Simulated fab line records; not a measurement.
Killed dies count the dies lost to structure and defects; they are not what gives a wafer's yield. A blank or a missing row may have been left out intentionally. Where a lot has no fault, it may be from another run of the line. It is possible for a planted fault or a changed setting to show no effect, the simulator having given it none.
One fault seen from 2 desks + flow berkeley-cmos170 + what lay behind the numbers comes last; until then each desk has only its own

== TOOL OWNER'S DESK, rie-metal-01 ==
The tool's own readings at UCB170_M3_METAL_ETCH_18 (etches Al in Cl2/BCl3, stops on SiO2, target depth 1170 nm, time 195 s): means of the sampled wafers that have a number, for each lot that ran on this tool. If a lot's mean is further than 4 standard deviations from the usual mean, the lot is out of limits and carries the mark OUT (the distance appears in the brackets).
Columns: A = drypump-motor-current-A at UCB170_M3_METAL_ETCH_18, usual 5.7 A; B = he-backside-leak-sccm at UCB170_M3_METAL_ETCH_18, usual 3.4 sccm; C = oes-product-au at UCB170_M3_METAL_ETCH_18, usual 0.856 a.u.; D = throttle-valve-pct at UCB170_M3_METAL_ETCH_18, usual 24.4 %
| lot  | first seen here | A   | B   | C     | D    |
|------|-----------------|-----|-----|-------|------|
| L963 | day 8 04:52     | 5.8 | 3.5 | 0.861 | 24.6 |
| L966 | day 8 15:57     | 5.3 | 3.4 | 0.883 | 24.7 |
| L970 | day 9 13:44     | 5.3 | 3.3 | 0.858 | 24.7 |
| L973 | day 9 14:49     | 5.3 | 3.3 | 0.875 | 24.7 |
| L976 | day 10 11:04    | 5.6 | 3.2 | 0.859 | 24.6 |
| L979 | day 10 23:41    | 6.2 | 3.5 | 0.852 | 24.4 |
This desk found nothing out of limits on any of the 6 lots.

== METROLOGY DESK ==
What the gauges read, lot by lot, whatever tool the lot ran on: means of the sampled wafers that have a number. If a lot's mean is further than 4 standard deviations from the usual mean, the lot is out of limits and carries the mark OUT (the distance appears in the brackets).
Columns: A = V2_POLISHED_THK at UCB170_V2_THK_MEAS_04, usual 999.8 nm; B = cd-nm at UCB170_M3_CD_MEAS_15, usual 700.0 nm; C = cd-nm at UCB170_M3_CD_MEAS_90, usual 700.8 nm
| lot  | first seen here | A      | B     | C                |
|------|-----------------|--------|-------|------------------|
| L963 | day 8 00:07     | 998.7  | 700.1 | 704.2            |
| L964 | day 8 09:38     | 1000.4 | 701.4 | 701.5            |
| L965 | day 8 10:02     | 1000.3 | 699.7 | 703.5            |
| L966 | day 8 10:22     | 999.3  | 699.6 | 703.7            |
| L967 | day 8 10:25     | 1000.1 | 699.2 | 698.4            |
| L970 | day 9 08:51     | 999.5  | 699.6 | 702.4            |
| L972 | day 9 09:28     | 998.9  | 700.7 | 702.2            |
| L973 | day 9 09:35     | 1000.6 | 700.4 | 701.7            |
| L976 | day 10 06:38    | 998.6  | 700.6 | 688.5 (-4.4) OUT |
| L979 | day 10 19:23    | 1000.1 | 698.5 | 675.2 (-9.1) OUT |
| L980 | day 10 19:44    | 999.8  | 698.9 | 696.8            |
| L981 | day 11 09:38    | 1000.3 | 700.1 | 701.6            |
| L983 | day 11 18:56    | 1000.1 | 700.5 | 696.6            |
| L982 | day 11 20:42    | 1000.9 | 698.9 | 697.5            |
This desk's verdict: out of limits on L976, L979, starting with L976 at day 10 11:23 (cd-nm at UCB170_M3_CD_MEAS_90). Within limits: L963, L964, L965, L966, L967, L970, L972, L973, L980, L981, L983, L982.

== BROUGHT TOGETHER ==
On L976, L979, the metrology desk was in a position to raise an alarm at day 10 11:23.
Nothing out of limits was seen by the tool owner's desk.
The tool owner's desk has L976, L979 on record, within its limits.
The lots listed all ran UCB170_M3_METAL_ETCH_18 on rie-metal-01.

== WHAT THE SIMULATOR HAD INSERTED ==
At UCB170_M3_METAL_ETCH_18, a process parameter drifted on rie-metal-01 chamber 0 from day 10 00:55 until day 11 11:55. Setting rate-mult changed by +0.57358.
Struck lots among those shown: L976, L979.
Time in hours between the start of the fault and the first out-of-limits reading at each desk: metrology desk, 10.
